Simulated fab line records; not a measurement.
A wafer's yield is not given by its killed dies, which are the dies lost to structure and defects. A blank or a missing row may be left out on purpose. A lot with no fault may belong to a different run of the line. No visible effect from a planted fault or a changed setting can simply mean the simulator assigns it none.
Which tool is to blame? | flow ritCmos | 12 lots with 36 wafers sampled at 6 steps, on a route of 202 steps

## WHAT THE GAUGES READ, wafer by wafer
RIT_ACTIVE_THK_MEAS_02.
lot  | measured    | on           | ACTIVE_OXIDE_THK (nm)
L613 | day 1 12:04 | filmMetro-02 | 46.9 47.3 46.1
L614 | day 1 17:04 | filmMetro-02 | 47.2 46.7 47.2
L615 | day 1 22:25 | filmMetro-03 | 48.3 48.2 47.6
L616 | day 2 06:06 | filmMetro-01 | 47.8 47.3 48.1
L617 | day 2 14:11 | filmMetro-02 | 46.9 46.5 46.8
L618 | day 2 14:12 | filmMetro-01 | 48.1 47.0 47.4
L619 | day 2 18:03 | filmMetro-03 | 45.7 46.2 45.5
L624 | day 3 19:04 | filmMetro-03 | 46.5 46.2 46.2
L631 | day 5 06:44 | filmMetro-03 | 47.6 47.0 47.6
L633 | day 5 16:03 | filmMetro-02 | 44.8 45.1 45.1
L635 | day 6 02:04 | filmMetro-03 | 46.8 46.9 47.7
L636 | day 6 07:03 | filmMetro-03 | 46.7 46.8 46.3

RIT_ACTIVE_THK_MEAS_04.
lot  | measured    | on           | ACTIVE_NITRIDE_THK (nm)
L613 | day 1 13:32 | filmMetro-01 | 152.4 150.4 151.1
L614 | day 1 18:33 | filmMetro-01 | 151.7 152.1 150.9
L615 | day 1 23:53 | filmMetro-02 | 149.9 150.6 148.7
L616 | day 2 07:35 | filmMetro-02 | 148.3 147.7 149.6
L617 | day 2 15:40 | filmMetro-03 | 152.1 152.4 151.4
L618 | day 2 15:41 | filmMetro-02 | 149.2 150.0 149.4
L619 | day 2 19:32 | filmMetro-01 | 150.1 149.5 150.0
L624 | day 3 20:33 | filmMetro-01 | 120.3 121.0 120.5
L631 | day 5 08:13 | filmMetro-03 | 148.2 149.4 150.0
L633 | day 5 17:32 | filmMetro-01 | 149.4 148.5 149.6
L635 | day 6 03:32 | filmMetro-03 | 147.9 148.1 148.5
L636 | day 6 08:32 | filmMetro-03 | 148.9 147.9 148.3

RIT_NSD_TW_MEAS_10.
lot  | measured    | on           | NSD_TW
L613 | day 3 05:46 | filmMetro-01 | 3093 3094 3098
L614 | day 3 11:28 | filmMetro-03 | 3103 3117 3110
L615 | day 3 19:12 | filmMetro-02 | 3176 3155 3181
L616 | day 3 23:38 | filmMetro-01 | 3110 3118 3123
L617 | day 4 04:14 | filmMetro-02 | 3201 3183 3184
L618 | day 4 06:44 | filmMetro-03 | 3111 3118 3097
L619 | day 4 10:30 | filmMetro-03 | 3099 3103 3095
L624 | day 5 07:46 | filmMetro-01 | 3127 3128 3115
L631 | day 6 18:51 | filmMetro-03 | 3083 3084 3073
L633 | day 7 04:07 | filmMetro-02 | 3180 3194 3189
L635 | day 7 13:19 | filmMetro-03 | 3091 3104 3082
L636 | day 7 18:18 | filmMetro-02 | 3182 3181 3178

## EACH LOT AND THE TOOL THAT RAN IT (in order: tool; ch and the chambers of the sampled wafers; start)
lot  | RIT_ACTIVE_CVD_03          | RIT_ACTIVE_ETCH_13               | RIT_PWELL_STRIP_09
L613 | lpcvd-01 ch 0, day 1 12:07 | rieDiel-03 ch 0,2, day 1 14:59   | plasmaAsher-04 ch 0,1, day 2 00:14
L614 | lpcvd-01 ch 1, day 1 17:07 | rieDiel-01 ch 1,2,3, day 1 19:45 | plasmaAsher-02 ch 0,1, day 2 05:19
L615 | lpcvd-01 ch 1, day 1 22:28 | rieDiel-01 ch 0,1,2, day 2 01:11 | plasmaAsher-03 ch 0,1, day 2 12:35
L616 | lpcvd-02 ch 1, day 2 06:09 | rieDiel-01 ch 0,2,3, day 2 08:52 | plasmaAsher-04 ch 0,1, day 2 18:26
L617 | lpcvd-01 ch 0, day 2 14:14 | rieDiel-03 ch 2,3, day 2 16:53   | plasmaAsher-02 ch 1, day 3 02:15
L618 | lpcvd-01 ch 0, day 2 14:14 | rieDiel-01 ch 0,1,2, day 2 17:07 | plasmaAsher-03 ch 0,1, day 3 02:33
L619 | lpcvd-02 ch 0, day 2 18:07 | rieDiel-03 ch 1,2,3, day 2 20:50 | plasmaAsher-04 ch 0,1, day 3 09:16
L624 | lpcvd-02 ch 1, day 3 19:07 | rieDiel-03 ch 0,1,2, day 3 22:00 | plasmaAsher-02 ch 0,1, day 4 05:52
L631 | lpcvd-01 ch 1, day 5 06:47 | rieDiel-03 ch 0,3, day 5 09:23   | plasmaAsher-03 ch 1, day 5 18:02
L633 | lpcvd-01 ch 1, day 5 16:07 | rieDiel-01 ch 0,2,3, day 5 18:55 | plasmaAsher-02 ch 0,1, day 6 03:14
L635 | lpcvd-01 ch 0, day 6 02:07 | rieDiel-02 ch 0,1, day 6 04:50   | plasmaAsher-02 ch 0,1, day 6 13:28
L636 | lpcvd-01 ch 0, day 6 07:07 | rieDiel-02 ch 0,1,3, day 6 09:43 | plasmaAsher-04 ch 0,1, day 6 17:22
- RIT_ACTIVE_CVD_03: deposits Si3N4 from SiH2Cl2/NH3, target thk 150 nm, time 1500 s.
- RIT_ACTIVE_ETCH_13: etches Si3N4 in SF6, stops on SiO2, time 210 s, target depth 210 nm.
- RIT_PWELL_STRIP_09: strips in O2, time 180 s.

## WHAT THE TOOLS THEMSELVES READ (means of the sampled wafers that have a number; where no wafer has one, the mark that the record gives instead)
RIT_ACTIVE_CVD_03.
lot  | tool     | pressureMtorr (mTorr) | spikeTcLoadC (C)
L613 | lpcvd-01 | 301.4                 | 835.7
L614 | lpcvd-01 | 299.5                 | 834.8
L615 | lpcvd-01 | 299.0                 | 833.4
L616 | lpcvd-02 | 300.5                 | 833.1
L617 | lpcvd-01 | 299.7                 | 834.8
L618 | lpcvd-01 | 300.8                 | 835.6
L619 | lpcvd-02 | 299.7                 | 836.7
L624 | lpcvd-02 | 300.4                 | 833.6
L631 | lpcvd-01 | 300.0                 | 834.9
L633 | lpcvd-01 | 299.5                 | 835.2
L635 | lpcvd-01 | 299.8                 | 834.9
L636 | lpcvd-01 | 300.9                 | 835.3

RIT_ACTIVE_ETCH_13.
lot  | tool       | chamberPressureMTorr (mTorr) | drypumpMotorCurrentA (A) | oesProductAu (a.u.) | throttleValvePct (%)
L613 | rieDiel-03 | 260.16                       | 5.37                     | 0.838               | 7.63
L614 | rieDiel-01 | 260.12                       | 5.64                     | 0.827               | 7.53
L615 | rieDiel-01 | 259.90                       | 5.73                     | 0.816               | 7.60
L616 | rieDiel-01 | 259.97                       | 5.63                     | 0.826               | 7.55
L617 | rieDiel-03 | 260.02                       | 6.08                     | 0.811               | 7.61
L618 | rieDiel-01 | 260.04                       | 5.74                     | 0.824               | 7.60
L619 | rieDiel-03 | 259.97                       | 5.73                     | 0.820               | 7.54
L624 | rieDiel-03 | 260.01                       | 5.40                     | 0.747               | 7.53
L631 | rieDiel-03 | 260.18                       | 5.94                     | 0.833               | 7.59
L633 | rieDiel-01 | 259.72                       | 5.63                     | 0.829               | 7.54
L635 | rieDiel-02 | 260.20                       | 5.48                     | 0.812               | 7.62
L636 | rieDiel-02 | 260.00                       | 5.69                     | 0.806               | 7.48

RIT_PWELL_STRIP_09.
lot  | tool           | chamberPressureMTorr (mTorr) | drypumpMotorCurrentA (A)
L613 | plasmaAsher-04 | 4006                         | 6.0
L614 | plasmaAsher-02 | 4002                         | 5.1
L615 | plasmaAsher-03 | 3997                         | 6.3
L616 | plasmaAsher-04 | 4002                         | 6.3
L617 | plasmaAsher-02 | 4000                         | 5.0
L618 | plasmaAsher-03 | 4001                         | 6.3
L619 | plasmaAsher-04 | 4002                         | 6.3
L624 | plasmaAsher-02 | 3999                         | 5.1
L631 | plasmaAsher-03 | 3999                         | 6.2
L633 | plasmaAsher-02 | 4001                         | 5.2
L635 | plasmaAsher-02 | 4000                         | 5.1
L636 | plasmaAsher-04 | 3996                         | 6.0

## THE ANSWER, worked out from the rows above alone
Rule: the lots themselves supply what counts as usual. The widest of any qualifying gaps counts: lots, ordered by their means at a reading, are off when they make up no more than a third of the lots, leave a main group of 4 or more, and stand apart from it by 3 or more times the standard deviation of that group's means. Not used: any main group whose means are identical at the precision the tables above print for the reading. A lot without any number at a reading at which 4 lots or more have one is off too. Any other lot the step has rows for is counted as sound. The gauges are gone through in route order, then the tools' own readings, and for those a lot's mean is taken as printed above. At the first step where some lot is off, the reading lying furthest off is the one used; lots without a number count as furthest.
Off: at RIT_ACTIVE_THK_MEAS_04 (ACTIVE_NITRIDE_THK), L624. Main group: mean 149.8 nm, sd 1.3.
If a tool, at a process step before that reading, ran all the lots that are off and no sound lot after the first of them, it fits. Not tried: the gauges at RIT_ACTIVE_THK_MEAS_04; whatever is off there is also off at RIT_ACTIVE_ETCH_13, on other tools, and gauge error can't account for it. One fits: lpcvd-02 at RIT_ACTIVE_CVD_03. A fault onset in the window from L619 (day 2 18:07, its last sound lot) to L624 (day 3 19:07, its first lot off) fits.

## WHAT THE SIMULATOR HAD PUT IN
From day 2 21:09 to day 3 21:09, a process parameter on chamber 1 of lpcvd-02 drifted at RIT_ACTIVE_CVD_03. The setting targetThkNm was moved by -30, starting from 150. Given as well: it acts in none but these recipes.
Struck lots among those shown: L624. Same finding as the rule above.
